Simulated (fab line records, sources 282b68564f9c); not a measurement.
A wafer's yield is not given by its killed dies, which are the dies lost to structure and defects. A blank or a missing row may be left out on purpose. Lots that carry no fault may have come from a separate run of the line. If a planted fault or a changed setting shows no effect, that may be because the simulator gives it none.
Which tool did it? :: flow rit cmos :: 14 lots, 42 wafers sampled, at 2 steps of a route of 202

## WHAT THE GAUGES READ, wafer by wafer
The record holds no reading of a measuring or inspecting step that can be judged against a usual standard deviation.

## WHICH TOOL RAN EACH LOT (tool, then ch and the chambers of the sampled wafers, then the start)
lot: L490
RIT_SPACER_ETCHBACK_05: rie diel-01 ch 0,2,3, day 2 23:50
RIT_M1_PROBE_99: -

lot: L491
RIT_SPACER_ETCHBACK_05: rie diel-02 ch 1,2,3, day 3 05:49
RIT_M1_PROBE_99: -

lot: L492
RIT_SPACER_ETCHBACK_05: rie diel-02 ch 1,2, day 3 09:37
RIT_M1_PROBE_99: -

lot: L493
RIT_SPACER_ETCHBACK_05: rie diel-01 ch 0,1, day 3 15:28
RIT_M1_PROBE_99: -

lot: L494
RIT_SPACER_ETCHBACK_05: rie diel-02 ch 2,3, day 4 00:57
RIT_M1_PROBE_99: -

lot: L501
RIT_SPACER_ETCHBACK_05: rie diel-02 ch 1,3, day 5 15:19
RIT_M1_PROBE_99: prober-01, day 6 02:43

lot: L502
RIT_SPACER_ETCHBACK_05: rie diel-01 ch 0,1,3, day 5 20:43
RIT_M1_PROBE_99: prober-02, day 6 07:38

lot: L503
RIT_SPACER_ETCHBACK_05: rie diel-02 ch 0,3, day 5 22:35
RIT_M1_PROBE_99: prober-01, day 6 09:23

lot: L504
RIT_SPACER_ETCHBACK_05: rie diel-01 ch 1,2,3, day 6 02:36
RIT_M1_PROBE_99: prober-02, day 6 13:40

lot: L508
RIT_SPACER_ETCHBACK_05: rie diel-01 ch 1,2, day 6 18:58
RIT_M1_PROBE_99: prober-01, day 7 06:24

lot: L507
RIT_SPACER_ETCHBACK_05: rie diel-03 ch 0,2,3, day 7 02:22
RIT_M1_PROBE_99: prober-02, day 7 13:20

lot: L509
RIT_SPACER_ETCHBACK_05: rie diel-01 ch 0,3, day 7 03:48
RIT_M1_PROBE_99: prober-01, day 7 14:59

lot: L511
RIT_SPACER_ETCHBACK_05: rie diel-01 ch 0,3, day 7 17:19
RIT_M1_PROBE_99: -

lot: L513
RIT_SPACER_ETCHBACK_05: rie diel-03 ch 0,3, day 8 01:37
RIT_M1_PROBE_99: -
- RIT_SPACER_ETCHBACK_05: etches Si3N4 in SF6/CHF3, stops on SiO2, target depth 250 nm, time 240 s.
- RIT_M1_PROBE_99

## WHAT THE TOOLS THEMSELVES READ (means of the sampled wafers that have a number; where no wafer has one, the mark that the record gives instead)
RIT_SPACER_ETCHBACK_05. Usual: drypump motor current A 5.7 A, standard deviation 0.4; oes product au 0.844 a.u., standard deviation 0.015; throttle valve pct 10.33 %, standard deviation 0.19.
lot: L490
tool: rie diel-01
drypump motor current A (A): 5.7
oes product au (a.u.): 0.830
throttle valve pct (%): 10.26
flag: 

lot: L491
tool: rie diel-02
drypump motor current A (A): 5.9
oes product au (a.u.): 0.866
throttle valve pct (%): 10.42
flag: 

lot: L492
tool: rie diel-02
drypump motor current A (A): 5.9
oes product au (a.u.): 0.874
throttle valve pct (%): 10.44
flag: 

lot: L493
tool: rie diel-01
drypump motor current A (A): 5.5
oes product au (a.u.): 0.843
throttle valve pct (%): 10.44
flag: 

lot: L494
tool: rie diel-02
drypump motor current A (A): 6.2
oes product au (a.u.): 0.861
throttle valve pct (%): 10.39
flag: 

lot: L501
tool: rie diel-02
drypump motor current A (A): 5.5
oes product au (a.u.): 0.733
throttle valve pct (%): 10.36
flag: OFF

lot: L502
tool: rie diel-01
drypump motor current A (A): 5.6
oes product au (a.u.): 0.835
throttle valve pct (%): 10.28
flag: 

lot: L503
tool: rie diel-02
drypump motor current A (A): 5.6
oes product au (a.u.): 0.700
throttle valve pct (%): 10.43
flag: OFF

lot: L504
tool: rie diel-01
drypump motor current A (A): 5.8
oes product au (a.u.): 0.838
throttle valve pct (%): 10.33
flag: 

lot: L508
tool: rie diel-01
drypump motor current A (A): 5.9
oes product au (a.u.): 0.837
throttle valve pct (%): 10.48
flag: 

lot: L507
tool: rie diel-03
drypump motor current A (A): 5.6
oes product au (a.u.): 0.853
throttle valve pct (%): 10.20
flag: 

lot: L509
tool: rie diel-01
drypump motor current A (A): 5.6
oes product au (a.u.): 0.842
throttle valve pct (%): 10.12
flag: 

lot: L511
tool: rie diel-01
drypump motor current A (A): 5.6
oes product au (a.u.): 0.831
throttle valve pct (%): 10.11
flag: 

lot: L513
tool: rie diel-03
drypump motor current A (A): 5.9
oes product au (a.u.): 0.859
throttle valve pct (%): 10.24
flag: 

RIT_M1_PROBE_99. Usual: killed_at_M0_to_M3 0.0, standard deviation 0.083; killed at contacts 0.1, standard deviation 0.23; killed at front end 7, standard deviation 3.1; killed dies 7, standard deviation 3.1; killed on rim 1.8, standard deviation 1.4; killed open 3.3, standard deviation 2; killed short 3.6, standard deviation 1.9.
lot: L501
tool: prober-01
killed_at_M0_to_M3: 0.0
killed at contacts: 0.0
killed at front end: 264
killed dies: 264
killed on rim: 70.0
killed open: 4.0
killed short: 3.3
flag: OFF

lot: L502
tool: prober-02
killed_at_M0_to_M3: 0.0
killed at contacts: 0.0
killed at front end: 11
killed dies: 11
killed on rim: 3.3
killed open: 5.0
killed short: 6.0
flag: 

lot: L503
tool: prober-01
killed_at_M0_to_M3: 0.0
killed at contacts: 0.0
killed at front end: 264
killed dies: 264
killed on rim: 70.0
killed open: 2.3
killed short: 2.7
flag: OFF

lot: L504
tool: prober-02
killed_at_M0_to_M3: 0.0
killed at contacts: 0.0
killed at front end: 9
killed dies: 9
killed on rim: 1.7
killed open: 4.0
killed short: 4.7
flag: 

lot: L508
tool: prober-01
killed_at_M0_to_M3: 0.0
killed at contacts: 0.0
killed at front end: 5
killed dies: 5
killed on rim: 1.3
killed open: 2.7
killed short: 2.3
flag: 

lot: L507
tool: prober-02
killed_at_M0_to_M3: 0.0
killed at contacts: 0.3
killed at front end: 7
killed dies: 7
killed on rim: 2.0
killed open: 4.0
killed short: 3.3
flag: 

lot: L509
tool: prober-01
killed_at_M0_to_M3: 0.0
killed at contacts: 0.0
killed at front end: 12
killed dies: 12
killed on rim: 4.0
killed open: 7.0
killed short: 4.7
flag: 

## THE ANSWER, worked out from the rows above alone
Rule: a lot is off if the mean of its wafers that have a number lies more than 3 standard deviations from the usual mean. A lot without any number at a reading at which 4 lots or more have one is off too. The other lots that the step has rows for count as sound. After the gauges, taken in route order, come the tools' own readings; for these a lot's mean is taken, as printed above. The first step at which some lot is off is used, and at that step the reading that is off furthest; a lot without a number counts as furthest.
Off, at RIT_SPACER_ETCHBACK_05 on oes product au: L501, L503.
A tool fits if, at that step or a process step before it, it ran every lot that is off, and no sound lot after the first of them. One fits: rie diel-02 at RIT_SPACER_ETCHBACK_05. Its last sound lot is L494 (day 4 00:57), its first lot that is off L501 (day 5 15:19): a fault that began between those two fits.
The tool's own readings at RIT_SPACER_ETCHBACK_05 bear it out: on the lots that are off they differ by more than 5 times the standard deviation of the sound lots' means. oes product au reads 0.716 a.u. there against 0.847 a.u. on the sound lots.

## WHAT THE SIMULATOR HAD INSERTED
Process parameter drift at RIT_SPACER_ETCHBACK_05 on rie diel-02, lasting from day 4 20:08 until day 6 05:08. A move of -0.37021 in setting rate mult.
Lots struck among those shown: L501, L503. Same finding as the rule above.
